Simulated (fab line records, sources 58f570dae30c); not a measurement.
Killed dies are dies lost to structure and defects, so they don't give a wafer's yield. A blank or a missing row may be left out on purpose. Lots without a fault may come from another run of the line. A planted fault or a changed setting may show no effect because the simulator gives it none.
Problem report in the 8D (eight disciplines) form, filled by code | flow berkeley_cmos170 | the parts of the form that need people (team, actions taken, sign-off) are left out

1. THE PROBLEM
NWELL_TW at UCB170_NWELL_TW_MEAS_16 reads a mean of 2130 on 6 wafers of 2 lots; wafers without a fault read 1256 with a standard deviation of 17. That is +51 standard deviations from the usual mean.
First seen on wafer L636.4, day 5 10:07, on film_metro-03. The record holds 42 wafers of 14 lots with a number at this step. Rule for "out", or "out of limits": more than 4 standard deviations from the usual mean. The other wafers with a number count as sound.

2. WHAT IT IS AND WHAT IT IS NOT
question                    | is                     | is not
which readings at this step | NWELL_TW               | -
which lots                  | L636, L638             | L623, L626, L629, L630, L631, L632, L633, L634, L635, L639, L643, L644
which wafers of those lots  | all that have a number | -
read on which gauges        | film_metro-03          | film_metro-02, film_metro-04
when                        | from day 5 10:07       | up to then (27 sound wafers); but 9 sound wafers of L639, L643, L644 came after

3. SUSPECTS, AND WHAT RULES EACH OUT
Counting: a tool at a process step up to the reading stays a suspect if it ran every lot that is out and no sound lot after the first of them.
- the gauge at UCB170_NWELL_TW_MEAS_16: ruled out. All the wafers that are out were read on film_metro-03, but those of them that UCB170_NWELL_IMPLANT_14 has rows for are out there too, on other tools.
- implanter-01 at UCB170_NWELL_IMPLANT_14: kept. It ran every lot that is out, first L636 (day 5 09:55), and no sound lot after that; its last sound lot up to then is L634 (day 5 03:52). Its own readings are out on those wafers: dose_ions_cm2, faraday_current_uA.
Left after counting: implanter-01 at UCB170_NWELL_IMPLANT_14.

4. THE CAUSE (what the simulator had put in)
Process parameter drift: implanter-01, from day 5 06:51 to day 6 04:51, at UCB170_NWELL_IMPLANT_14. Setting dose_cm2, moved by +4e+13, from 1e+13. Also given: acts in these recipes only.
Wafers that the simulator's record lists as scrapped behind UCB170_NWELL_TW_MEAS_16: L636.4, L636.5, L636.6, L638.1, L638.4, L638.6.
Counting left only this tool.

5. THE CHAIN OF EFFECTS, in route order
Each row: a reading whose mean over the struck wafers that have a number lies more than 3 standard deviations from the usual. Only readings for which the record gives a usual standard deviation are gone through. hours: the time from each lot's start at the first step in this table that gives one to its start at this step, as a median over the lots. sigmas: the change in usual standard deviations.
hours | step                    | reading            | usual | on struck wafers | change | sigmas
0     | UCB170_NWELL_IMPLANT_14 | dose_ions_cm2      | 1e+13 | 5e+13            | +4e+13 | +99 or more
0     | UCB170_NWELL_IMPLANT_14 | faraday_current_uA | 31.7  | 159.7            | +128.0 | +99 or more
0     | UCB170_NWELL_TW_MEAS_16 | NWELL_TW           | 1256  | 2130             | +874   | +51
The process steps in it:
- UCB170_NWELL_IMPLANT_14

6. WHAT WOULD HAVE CAUGHT IT SOONER
In this record the first reading out of limits at a measuring or inspecting step was taken at day 5 10:07, 3 hours after the fault began at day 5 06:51.
The tool's own readings at UCB170_NWELL_IMPLANT_14 were out on every struck wafer that the step has a row for (dose_ions_cm2, faraday_current_uA): an alarm limit on them would have fired on the first of those.
Of the lots that are out (2), L638 began UCB170_NWELL_IMPLANT_14 on implanter-01 after day 5 10:07. A hold on the tool at that time would have spared it.
